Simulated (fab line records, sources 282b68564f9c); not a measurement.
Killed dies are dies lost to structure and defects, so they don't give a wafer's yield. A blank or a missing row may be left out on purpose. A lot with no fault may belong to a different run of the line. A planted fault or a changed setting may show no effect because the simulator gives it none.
Split-lot study || flow rit_cmos || route with 202 steps; 5 lots, 23 wafers read

## SPLIT DETAILS
At RIT_M1_DEVELOP_08 (develop time 68 s), the setting develop_time_s was moved away from the recipe's 68 s on 6 of the 23 wafers read, by -5.4% to -3.8%. This setting was run at the recipe's value on the other wafers.

No step appears in the file between the split and the reading.

## THE READING
cd_nm, in nm, at RIT_M1_CD_MEAS_09 (target cd 2600 nm). On this fab line, fault-free wafers typically give 2600.0 nm with a standard deviation of 1.6 nm.

{"wafer": "L074.1", "tool, chamber at the split": "litho_track-04, 0", "develop_time_s as run, s": 68, "against the recipe": "recipe", "cd_nm, nm": 2597.8, "against lot-mates on the recipe": "-"}
{"wafer": "L074.2", "tool, chamber at the split": "litho_track-04, 0", "develop_time_s as run, s": 68, "against the recipe": "recipe", "cd_nm, nm": 2599.6, "against lot-mates on the recipe": "-"}
{"wafer": "L074.3", "tool, chamber at the split": "litho_track-04, 0", "develop_time_s as run, s": 68, "against the recipe": "recipe", "cd_nm, nm": 2597.7, "against lot-mates on the recipe": "-"}
{"wafer": "L074.4", "tool, chamber at the split": "litho_track-04, 0", "develop_time_s as run, s": 68, "against the recipe": "recipe", "cd_nm, nm": 2597.9, "against lot-mates on the recipe": "-"}
{"wafer": "L074.5", "tool, chamber at the split": "litho_track-04, 0", "develop_time_s as run, s": 68, "against the recipe": "recipe", "cd_nm, nm": 2598.3, "against lot-mates on the recipe": "-"}
{"wafer": "L079.2", "tool, chamber at the split": "litho_track-02, 0", "develop_time_s as run, s": 65.39, "against the recipe": "-3.8%", "cd_nm, nm": 2606.5, "against lot-mates on the recipe": "+5.1"}
{"wafer": "L079.3", "tool, chamber at the split": "litho_track-02, 0", "develop_time_s as run, s": 65.39, "against the recipe": "-3.8%", "cd_nm, nm": 2605.2, "against lot-mates on the recipe": "+3.8"}
{"wafer": "L079.4", "tool, chamber at the split": "litho_track-02, 0", "develop_time_s as run, s": 65.39, "against the recipe": "-3.8%", "cd_nm, nm": 2605.6, "against lot-mates on the recipe": "+4.2"}
{"wafer": "L079.5", "tool, chamber at the split": "litho_track-02, 0", "develop_time_s as run, s": 68, "against the recipe": "recipe", "cd_nm, nm": 2600.9, "against lot-mates on the recipe": "-"}
{"wafer": "L079.6", "tool, chamber at the split": "litho_track-02, 0", "develop_time_s as run, s": 68, "against the recipe": "recipe", "cd_nm, nm": 2602.0, "against lot-mates on the recipe": "-"}
{"wafer": "L080.1", "tool, chamber at the split": "litho_track-01, 0", "develop_time_s as run, s": 64.32, "against the recipe": "-5.4%", "cd_nm, nm": 2604.6, "against lot-mates on the recipe": "+5.4"}
{"wafer": "L080.2", "tool, chamber at the split": "litho_track-01, 0", "develop_time_s as run, s": 68, "against the recipe": "recipe", "cd_nm, nm": 2600.3, "against lot-mates on the recipe": "-"}
{"wafer": "L080.3", "tool, chamber at the split": "litho_track-01, 0", "develop_time_s as run, s": 68, "against the recipe": "recipe", "cd_nm, nm": 2598.0, "against lot-mates on the recipe": "-"}
{"wafer": "L080.4", "tool, chamber at the split": "litho_track-01, 0", "develop_time_s as run, s": 64.32, "against the recipe": "-5.4%", "cd_nm, nm": 2603.2, "against lot-mates on the recipe": "+4.0"}
{"wafer": "L080.5", "tool, chamber at the split": "litho_track-01, 0", "develop_time_s as run, s": 64.32, "against the recipe": "-5.4%", "cd_nm, nm": 2604.8, "against lot-mates on the recipe": "+5.7"}
{"wafer": "L081.1", "tool, chamber at the split": "litho_track-01, 0", "develop_time_s as run, s": 68, "against the recipe": "recipe", "cd_nm, nm": 2600.7, "against lot-mates on the recipe": "-"}
{"wafer": "L081.2", "tool, chamber at the split": "litho_track-01, 0", "develop_time_s as run, s": 68, "against the recipe": "recipe", "cd_nm, nm": 2599.4, "against lot-mates on the recipe": "-"}
{"wafer": "L081.3", "tool, chamber at the split": "litho_track-01, 0", "develop_time_s as run, s": 68, "against the recipe": "recipe", "cd_nm, nm": 2599.9, "against lot-mates on the recipe": "-"}
{"wafer": "L081.5", "tool, chamber at the split": "litho_track-01, 0", "develop_time_s as run, s": 68, "against the recipe": "recipe", "cd_nm, nm": 2600.1, "against lot-mates on the recipe": "-"}
{"wafer": "L081.6", "tool, chamber at the split": "litho_track-01, 0", "develop_time_s as run, s": 68, "against the recipe": "recipe", "cd_nm, nm": 2599.4, "against lot-mates on the recipe": "-"}
{"wafer": "L082.3", "tool, chamber at the split": "litho_track-04, 0", "develop_time_s as run, s": 68, "against the recipe": "recipe", "cd_nm, nm": 2600.0, "against lot-mates on the recipe": "-"}
{"wafer": "L082.4", "tool, chamber at the split": "litho_track-04, 0", "develop_time_s as run, s": 68, "against the recipe": "recipe", "cd_nm, nm": 2599.9, "against lot-mates on the recipe": "-"}
{"wafer": "L082.6", "tool, chamber at the split": "litho_track-04, 0", "develop_time_s as run, s": 68, "against the recipe": "recipe", "cd_nm, nm": 2597.1, "against lot-mates on the recipe": "-"}

THE FIT
A straight line over all 23 wafers: cd_nm changes by -1.13 nm for each +1% of develop_time_s; r = -0.85; the points scatter about the line by 1.5 nm.
The same after taking each lot's own level away (the mean of its wafers on the recipe; 23 wafers): -0.992 nm for each +1%; r = -0.93; scatter 0.87 nm.
On that fit, the largest move of develop_time_s shifts the reading by 5.4 nm.
Across the lots, their own levels run from 2598.26 to 2601.45 nm, a range of 2.0 times the standard deviation given above.
So the slope is not independent of the lot-to-lot level: the two fits are not the same.
Check: for one of the wafers moved furthest among these (-5.4%), held out of the fit, the line's prediction against its lot-mates is +5.38 nm. Against them it came out at +5.45 nm.

## THE OTHER SPLITS THESE WAFERS WENT THROUGH
Note: prior to the reading, these wafers also went through further splits. Each is held against what the fit with the lots' levels taken away leaves over:
{"other split on the same wafers": "RIT_NSD_IMPLANT_08 dose_cm2", "wafers away from the commonest value": 4, "r with cd_nm (lot level and that fit taken away)": "+0.06"}
{"other split on the same wafers": "RIT_PSD_HARDBAKE_07 temp_c", "wafers away from the commonest value": 7, "r with cd_nm (lot level and that fit taken away)": "+0.24"}
{"other split on the same wafers": "RIT_CONTACT_CVD_00 time_s", "wafers away from the commonest value": 9, "r with cd_nm (lot level and that fit taken away)": "+0.01"}
{"other split on the same wafers": "RIT_CONTACT_EXPOSE_05 dose_mj", "wafers away from the commonest value": 10, "r with cd_nm (lot level and that fit taken away)": -0.02}
{"other split on the same wafers": "RIT_CONTACT_ETCH_11 rf_w", "wafers away from the commonest value": 2, "r with cd_nm (lot level and that fit taken away)": "+0.32"}
{"other split on the same wafers": "RIT_M1_SPUTTER_00 time_s", "wafers away from the commonest value": 6, "r with cd_nm (lot level and that fit taken away)": -0.05}

## FILE'S OWN FIT
cd_nm changes by -1 nm for each +1% of develop_time_s, r = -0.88.
